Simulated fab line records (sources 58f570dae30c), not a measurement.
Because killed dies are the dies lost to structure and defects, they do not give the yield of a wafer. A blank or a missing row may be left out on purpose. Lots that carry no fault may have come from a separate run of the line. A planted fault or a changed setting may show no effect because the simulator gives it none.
Which tool was responsible? | flow berkeley_cmos170 | 14 lots, 42 wafers sampled, at 3 steps of a route of 331

## WHAT THE GAUGES SHOWED, per wafer
UCB170_PVT_OVL_MEAS_06. Usual: PVT_OVL gives -2 nm (standard deviation 4.3).
lot  | measured     | on         | PVT_OVL (nm) | flag
L847 | day 5 13:10  | overlay-01 | -5 -10 -3    |
L846 | day 5 14:20  | overlay-02 | 2 -3 6       |
L854 | day 6 20:26  | overlay-02 | 0 -3 -2      |
L851 | day 6 20:41  | overlay-02 | 4 2 0        |
L853 | day 6 21:32  | overlay-01 | 0 4 5        |
L859 | day 7 17:15  | overlay-01 | 5 1 1        |
L860 | day 8 03:50  | overlay-02 | -2 -9 -7     |
L863 | day 8 17:45  | overlay-02 | -11 -6 -9    |
L861 | day 8 18:29  | overlay-02 | -4 -6 -9     |
L862 | day 8 19:11  | overlay-02 | -5 -2 -9     |
L866 | day 9 03:17  | overlay-01 | -3 -1 -7     |
L867 | day 9 19:58  | overlay-02 | -1 -2 1      |
L865 | day 9 20:16  | overlay-02 | -4 -6 -4     |
L869 | day 10 00:01 | overlay-02 | -9 -5 -6     |

UCB170_PVT_TW_MEAS_09. Usual: PVT_TW gives 507 (standard deviation 3.8).
lot  | measured     | on            | PVT_TW      | flag
L847 | day 5 13:28  | film_metro-02 | 507 511 508 |
L846 | day 5 14:37  | film_metro-04 | 510 509 508 |
L854 | day 6 20:44  | film_metro-01 | 513 513 512 |
L851 | day 6 20:58  | film_metro-04 | 504 503 506 |
L853 | day 6 21:49  | film_metro-04 | 506 506 507 |
L859 | day 7 17:32  | film_metro-01 | 514 512 513 |
L860 | day 8 04:07  | film_metro-04 | 504 506 504 |
L863 | day 8 18:02  | film_metro-04 | 505 505 504 |
L861 | day 8 18:46  | film_metro-04 | 503 507 502 |
L862 | day 8 19:29  | film_metro-04 | 503 501 501 |
L866 | day 9 03:35  | film_metro-04 | 503 504 505 |
L867 | day 9 20:16  | film_metro-04 | 503 505 503 |
L865 | day 9 20:33  | film_metro-04 | 503 505 505 |
L869 | day 10 00:18 | film_metro-02 | 508 506 507 |

## EACH LOT AND THE TOOL THAT RAN IT (in order: tool; ch and the chambers of the sampled wafers; start)
lot  | UCB170_PVT_STRIP_08
L847 | plasma_asher-02 ch 0,1, day 5 13:22
L846 | plasma_asher-02 ch 0,1, day 5 14:31
L854 | plasma_asher-03 ch 0,1, day 6 20:38
L851 | plasma_asher-02 ch 0,1, day 6 20:52
L853 | plasma_asher-03 ch 0,1, day 6 21:44
L859 | plasma_asher-02 ch 0,1, day 7 17:26
L860 | plasma_asher-02 ch 0,1, day 8 04:02
L863 | plasma_asher-01 ch 0,1, day 8 17:56
L861 | plasma_asher-02 ch 0,1, day 8 18:41
L862 | plasma_asher-02 ch 0, day 8 19:23
L866 | plasma_asher-02 ch 0,1, day 9 03:29
L867 | plasma_asher-03 ch 0,1, day 9 20:10
L865 | plasma_asher-02 ch 1, day 9 20:26
L869 | plasma_asher-03 ch 1, day 10 00:11
- UCB170_PVT_STRIP_08: strips in O2.

## AS READ BY THE TOOLS THEMSELVES (means over the sampled wafers that have a number; for cases with no such wafer, the mark the record gives instead)
UCB170_PVT_STRIP_08. Usual: chamber_pressure_mTorr 3500 mTorr, standard deviation 3.1; drypump_motor_current_A 5.8 A, standard deviation 0.31; oes_product_au 0.734 a.u., standard deviation 0.0042; strip_time_to_endpoint_s 21.63 s, standard deviation 0.065.
lot  | tool            | chamber_pressure_mTorr (mTorr) | drypump_motor_current_A (A) | oes_product_au (a.u.) | strip_time_to_endpoint_s (s) | flag
L847 | plasma_asher-02 | 3498                           | 5.6                         | 0.733                 | 21.61                        |
L846 | plasma_asher-02 | 3501                           | 5.6                         | 0.736                 | 21.66                        |
L854 | plasma_asher-03 | -                              | -                           | -                     | -                            | OFF
L851 | plasma_asher-02 | -                              | -                           | -                     | -                            | OFF
L853 | plasma_asher-03 | 3502                           | 6.2                         | 0.732                 | 21.72                        |
L859 | plasma_asher-02 | 3499                           | 5.6                         | 0.733                 | 21.74                        |
L860 | plasma_asher-02 | 3497                           | 5.6                         | 0.736                 | 21.62                        |
L863 | plasma_asher-01 | 3498                           | 5.7                         | 0.733                 | 21.60                        |
L861 | plasma_asher-02 | 3501                           | 5.6                         | 0.734                 | 21.68                        |
L862 | plasma_asher-02 | 3496                           | 5.7                         | 0.735                 | 21.51                        |
L866 | plasma_asher-02 | 3501                           | 5.6                         | 0.732                 | 21.62                        |
L867 | plasma_asher-03 | 3498                           | 6.2                         | 0.732                 | 21.60                        |
L865 | plasma_asher-02 | 3497                           | 5.5                         | 0.736                 | 21.59                        |
L869 | plasma_asher-03 | 3500                           | 6.2                         | 0.740                 | 21.64                        |

## THE ANSWER, worked out from the rows above alone
Rule: take the mean of a lot's wafers that have a number; if it is more than 3 standard deviations from the usual mean, the lot is off. A lot without any number at a reading at which 4 lots or more have one is off too. Where the step has rows for the other lots, those lots are counted as sound. First the gauges in route order, then the tools' own readings, where a lot's mean is used as printed above. At the first step where some lot is off, the reading lying furthest off is the one used; lots without a number count as furthest.
Off at UCB170_PVT_STRIP_08 (chamber_pressure_mTorr): L854, L851. Without a number there: L854, L851.
A tool fits if, at that step or a process step before it, it ran every lot that is off, and no sound lot after the first of them. None of those tried fits.

## WHAT HAD BEEN PUT IN BY THE SIMULATOR
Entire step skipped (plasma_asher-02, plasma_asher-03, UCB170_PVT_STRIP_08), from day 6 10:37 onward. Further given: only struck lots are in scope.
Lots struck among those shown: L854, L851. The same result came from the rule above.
